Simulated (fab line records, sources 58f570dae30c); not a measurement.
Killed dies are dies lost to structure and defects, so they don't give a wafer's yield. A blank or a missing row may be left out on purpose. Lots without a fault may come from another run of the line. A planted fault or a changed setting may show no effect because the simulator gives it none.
Problem report in the 8D (eight disciplines) form, filled by code | flow berkeley_cmos170 | the parts of the form that need people (team, actions taken, sign-off) are left out

1. THE PROBLEM
rf_fwd_power_W at UCB170_M1_METAL_ETCH_12 reads a mean of 524.9 W on 6 wafers of 2 lots; wafers without a fault read 597.2 W with a standard deviation of 1.6. That is -45 standard deviations from the usual mean.
The step: etches Al in Cl2/BCl3, stops on PSG, target depth 780 nm, time 130 s.
First seen on wafer L174.3, day 10 06:23, on rie_metal-01. The record holds 42 wafers of 14 lots with a number at this step. Rule for "out", or "out of limits": more than 4 standard deviations from the usual mean. The other wafers with a number count as sound.

2. WHAT IT IS AND WHAT IT IS NOT
question                    | is                     | is not
which readings at this step | rf_fwd_power_W         | drypump_motor_current_A, oes_product_au, throttle_valve_pct
which lots                  | L174, L175             | L168, L169, L170, L171, L172, L173, L176, L181, L186, L189, L190, L191
which wafers of those lots  | all that have a number | -
read on which tools         | rie_metal-01           | rie_metal-03, rie_metal-04
when                        | from day 10 06:23      | up to then (21 sound wafers); but 15 sound wafers of L181, L186, L189, L190, L191 came after

3. SUSPECTS, AND WHAT RULES EACH OUT
Counting: a tool at a process step up to the reading stays a suspect if it ran every lot that is out and no sound lot after the first of them.
- rie_metal-01 at UCB170_M1_METAL_ETCH_12 (etches Al in Cl2/BCl3, stops on PSG, target depth 780 nm, time 130 s): kept. It ran every lot that is out, first L174 (day 10 06:23), and no sound lot after that; its last sound lot up to then is L176 (day 10 04:08). Its own readings are out on those wafers: rf_fwd_power_W.
Left after counting: rie_metal-01 at UCB170_M1_METAL_ETCH_12.

4. THE CAUSE (what the simulator had put in)
Process parameter drift: rie_metal-01, from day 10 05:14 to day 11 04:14, at UCB170_M1_METAL_ETCH_12. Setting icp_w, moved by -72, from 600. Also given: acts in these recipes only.
Counting left only this tool.

5. THE CHAIN OF EFFECTS, in route order
Each row: a reading whose mean over the struck wafers that have a number lies more than 3 standard deviations from the usual. Only readings for which the record gives a usual standard deviation are gone through. hours: the time from each lot's start at the first step in this table that gives one to its start at this step, as a median over the lots. sigmas: the change in usual standard deviations.
hours | step                    | reading        | usual   | on struck wafers | change | sigmas
0     | UCB170_M1_METAL_ETCH_12 | rf_fwd_power_W | 597.2 W | 524.9            | -72.3  | -45
The process steps in it:
- UCB170_M1_METAL_ETCH_12: etches Al in Cl2/BCl3, stops on PSG, target depth 780 nm, time 130 s.

6. WHAT WOULD HAVE CAUGHT IT SOONER
In this record the first reading out of limits was taken at day 10 06:23, 1 hour after the fault began at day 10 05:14.
